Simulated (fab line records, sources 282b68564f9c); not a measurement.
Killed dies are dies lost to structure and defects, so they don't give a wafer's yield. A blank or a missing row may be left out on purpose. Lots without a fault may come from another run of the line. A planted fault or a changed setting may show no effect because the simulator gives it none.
A struck lot beside a sound one | flow rit_cmos | 14 steps out of a route of 202
Sound: wafers L811.1, L811.2, L811.4. Struck: wafers L824.1, L824.4, L824.5. The cause comes at the end.
At each step with rows: each side's tool, then ch and its chambers, then its first start. Under that, the readings that differ: sound wafers | struck wafers | difference of the means | sigmas: that difference in standard deviations of wafers without a fault.
alike: readings whose means differ by less than 2 such deviations, and words and numbers that are the same on both sides. not compared: withheld readings, readings that some wafer has no value for, bounds like >300 that may hide the same value, and numbers for which the record gives no deviation and whose values overlap.
The two part at a step that has a row with sigmas, a row that says differs or no value, or rows on one side only. Numbers that don't overlap but have no deviation are shown without sigmas and don't part them. A reading that every wafer of one side lacks parts them only if that side has two wafers or more.

first, 2 steps without rows for these wafers: RIT_NSD_PEB_04; RIT_NSD_DEVELOP_05 (develop time 50 s).
RIT_NSD_OVL_MEAS_06:
  sound on overlay-02, day 3 03:58; struck on overlay-02, day 5 23:12
  alike: NSD_OVL
then, 2 steps without rows for these wafers: RIT_NSD_HARDBAKE_07 (time 60 s); RIT_NSD_IMPLANT_08.
RIT_NSD_STRIP_09: strips in O2, time 180 s.
  sound on plasma_asher-04 ch 0,1, day 3 04:18; struck on plasma_asher-01 ch 0, day 5 23:32
  alike: drypump_motor_current_A
  not compared: rf_hours_counter_h
RIT_NSD_TW_MEAS_10:
  sound on film_metro-01, day 3 04:28; struck on film_metro-02, day 5 23:43
  reading | sound          | struck         | difference | sigmas
  NSD_TW  | 3217 3212 3211 | 3080 3098 3093 | -123       | -2
then, 5 steps without rows for these wafers: RIT_PSD_HMDS_00 (prime time 60 s); RIT_PSD_COAT_01 (resist thk 1000 nm); RIT_PSD_SOFTBAKE_02 (time 60 s); RIT_PSD_EXPOSE_03 (exposes mask M10, target cd 40900 nm); RIT_PSD_PEB_04.
RIT_PSD_DEVELOP_05: develop time 50 s.
  sound on litho_track-01 ch 0, day 3 05:00; struck on litho_track-03, day 6 00:00
  no value came back on the struck wafers for chill_plate_temp_C (C), develop_time_s (s); on the sound wafers chill_plate_temp_C (C) reads 23.14 23.05 23.18
RIT_PSD_OVL_MEAS_06:
  sound on overlay-02, day 3 05:23; struck on overlay-02, day 6 00:37
  reading      | sound       | struck | difference                    | sigmas
  PSD_OVL (nm) | 2.2 0.5 0.3 | - - -  | no value on the struck wafers |

WHERE THEY PART
First at RIT_NSD_TW_MEAS_10; last, within this record, at RIT_PSD_OVL_MEAS_06.

WHY: what the simulator had put in
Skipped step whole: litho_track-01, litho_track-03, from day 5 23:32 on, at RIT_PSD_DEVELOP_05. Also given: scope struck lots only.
